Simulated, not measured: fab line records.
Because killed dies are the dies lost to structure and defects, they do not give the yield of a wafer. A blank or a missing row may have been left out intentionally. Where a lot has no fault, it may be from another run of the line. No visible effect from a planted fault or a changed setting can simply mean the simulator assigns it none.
Struck lot and sound lot, side by side -- flow ritCmos -- 17 out of 202 route steps
Sound: the wafers L642.1, L642.3, L642.5. Wafers L651.3, L651.5, L651.6 were the ones struck. At the end, the cause is stated.
Per side, at each step with rows, come the tool, then ch with its chambers, and then its first start. Under that, the readings that differ: sound wafers -- struck wafers -- difference of the means -- sigmas: that difference in standard deviations of wafers without a fault.
alike: a reading whose means differ by less than 2 such deviations, as well as words and numbers matching on both sides. not compared: withheld readings; readings where some wafer has no value; bounds like >300 that might hide an equal value; numbers whose values overlap and for which the record gives no deviation.
Wherever a step has rows on one side only, a row that says differs or no value, or a row with sigmas, the two part there. When numbers do not overlap yet have no deviation, they are printed without sigmas and do not part them. A reading missing from all wafers of one side parts the sides only when that side holds two or more wafers.

RIT_PWELL_TW_MEAS_10:
  sound on filmMetro-02, day 2 00:41; struck on filmMetro-02, day 3 22:28
  alike: PWELL_TW
then, 1 step without rows for these wafers: RIT_WELLDRIVE_ANNEAL_00 (time 14700 s).
RIT_WELLDRIVE_RS_MEAS_01: a four-point-probe measurement.
  sound on filmMetro-01, day 2 05:50; struck on filmMetro-01, day 4 07:02
  alike: NWELL_RS
RIT_WELLDRIVE_RS_MEAS_02: a four-point-probe measurement.
  sound on filmMetro-01, day 2 05:57; struck on filmMetro-01, day 4 07:10
  alike: PWELL_RS
then, 6 steps without rows for these wafers: RIT_NRETRO_HMDS_00 (prime time 60 s); RIT_NRETRO_COAT_01 (resist thk 1319 nm); RIT_NRETRO_SOFTBAKE_02 (time 60 s); RIT_NRETRO_EXPOSE_03 (exposes mask M4, target cd 43900 nm); RIT_NRETRO_PEB_04; RIT_NRETRO_DEVELOP_05 (develop time 68 s).
RIT_NRETRO_OVL_MEAS_06:
  sound on overlay-02, day 2 07:08; struck on overlay-01, day 4 08:08
reading,sound,struck,difference,sigmas
NRETRO_OVL (nm),2.0 2.7 1.0,-3.1 -2.6 -1.5,-4.3,-3
then, 1 step without rows for these wafers: RIT_NRETRO_HARDBAKE_07 (time 120 s).
RIT_NRETRO_IMPLANT_08:
  sound on implanter-02 ch 0, day 2 07:25; struck on implanter-02 ch 0, day 4 08:28
reading,sound,struck,difference,sigmas
doseIonsCm2,9.999e+12 1.0021e+13 1.0003e+13,8.803e+12 8.795e+12 8.811e+12,-1.205e+12,-99 or more
faradayCurrentUA,31.6 32.2 31.2,26.8 28.6 27.9,-3.9,-6
RIT_NRETRO_STRIP_09: strips in O2, time 180 s.
  sound on plasmaAsher-02 ch 0,1, day 2 07:34; struck on plasmaAsher-02 ch 0,1, day 4 08:37
  alike: drypumpMotorCurrentA
  not compared: rfHoursCounterH
RIT_NRETRO_TW_MEAS_10:
  sound on filmMetro-03, day 2 07:44; struck on filmMetro-04, day 4 08:45
reading,sound,struck,difference,sigmas
NRETRO_TW,1039 1036 1038,998 991 997,-42,-6
then, 1 step without rows for these wafers: RIT_PRETRO_HMDS_00 (prime time 60 s).
RIT_M1_PROBE_99:
  sound on prober-02, day 3 17:05; struck on prober-02, day 5 13:19
  alike: killedAtContacts, killedAtFrontEnd, killedDies, killedOpen, killedShort

== WHERE THEY PART ==
At RIT_NRETRO_OVL_MEAS_06 first; at RIT_NRETRO_TW_MEAS_10 last (within this record only). Later steps at which nothing parts them and some readings are alike: RIT_M1_PROBE_99.

WHY: the cause the simulator had injected
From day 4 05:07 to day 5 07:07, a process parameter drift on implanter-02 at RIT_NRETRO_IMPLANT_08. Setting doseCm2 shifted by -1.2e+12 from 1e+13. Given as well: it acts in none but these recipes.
